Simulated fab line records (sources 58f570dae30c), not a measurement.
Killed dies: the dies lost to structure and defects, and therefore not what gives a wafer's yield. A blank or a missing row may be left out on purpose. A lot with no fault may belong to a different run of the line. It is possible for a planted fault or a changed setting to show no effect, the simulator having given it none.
One fault through the eyes of 2 desks ; flow berkeley cmos170 ; every desk sees just its own numbers, and what lay behind them comes last

AT THE METROLOGY DESK
What the gauges read, lot by lot, whatever tool the lot ran on: means of the sampled wafers that have a number. Marked OUT: a lot whose mean sits more than 4 standard deviations from the usual mean, which makes it out of limits; the brackets give that distance.
Columns: A = NLDD_RS at UCB170_SDANNEAL_RS_MEAS_05, usual 616.6 ohm/sq; B = cd nm at UCB170_V2_CD_MEAS_12, usual 700.0 nm
lot;first seen here;A;B
L972;day 6 13:39;617.3;699.4
L973;day 7 05:15;617.4;726.5 (+19) OUT
L974;day 7 06:44;616.7;699.8
L976;day 7 12:58;615.7;699.7
L979;day 7 18:28;615.3;698.5
L983;day 8 19:37;614.8;701.2
L984;day 9 10:00;615.5;727.0 (+19) OUT
L986;day 9 10:01;614.8;702.6
L985;day 9 10:29;618.5;698.3
L988;day 9 19:36;617.7;697.9
L990;day 10 12:33;615.0;700.9
L992;day 10 13:13;619.2;698.5
L993;day 10 20:53;617.5;699.4
L994;day 10 21:14;615.5;701.0
Finding of this desk: L973, L984 out of limits; the first was L973 at day 8 21:58, on cd nm at UCB170_V2_CD_MEAS_12. In limits: L972, L974, L976, L979, L983, L986, L985, L988, L990, L992, L993, L994.

THE TOOL OWNER'S DESK: litho track-02
At UCB170_V2_SOFTBAKE_08 (time 60 s), the tool's own readings, given per lot that ran on this tool as the mean of the sampled wafers with a number. Marked OUT: a lot whose mean sits more than 4 standard deviations from the usual mean, which makes it out of limits; the brackets give that distance.
Columns: A = heater power total W at UCB170_V2_SOFTBAKE_08, usual 56.80 W; B = plate temp C at UCB170_V2_SOFTBAKE_08, usual 129.97 C
lot;first seen here;A;B
L972;day 7 14:44;56.76;129.96
L979;day 8 13:38;56.81;130.19
L973;day 8 21:22;61.94 (+99 or more) OUT;138.78 (+59) OUT
L984;day 10 06:25;61.91 (+99 or more) OUT;138.83 (+59) OUT
Finding of this desk: L973, L984 out of limits; the first was L973 at day 8 21:22, on heater power total W at UCB170_V2_SOFTBAKE_08. In limits: L972, L979.

TAKEN TOGETHER
An alarm could have come from the tool owner's desk at day 8 21:22, on L973, L984.
At day 8 21:58 the metrology desk could have sounded an alarm, on L973, L984.
All the named lots went through UCB170_V2_SOFTBAKE_08 on litho track-02.

WHAT THE SIMULATOR PUT IN
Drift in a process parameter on litho track-02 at UCB170_V2_SOFTBAKE_08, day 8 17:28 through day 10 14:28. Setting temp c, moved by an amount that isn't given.
Lots struck among those shown: L973, L984.
Hours from the fault's start to each desk's first reading out of limits: the tool owner's desk, 4; the metrology desk, 4.
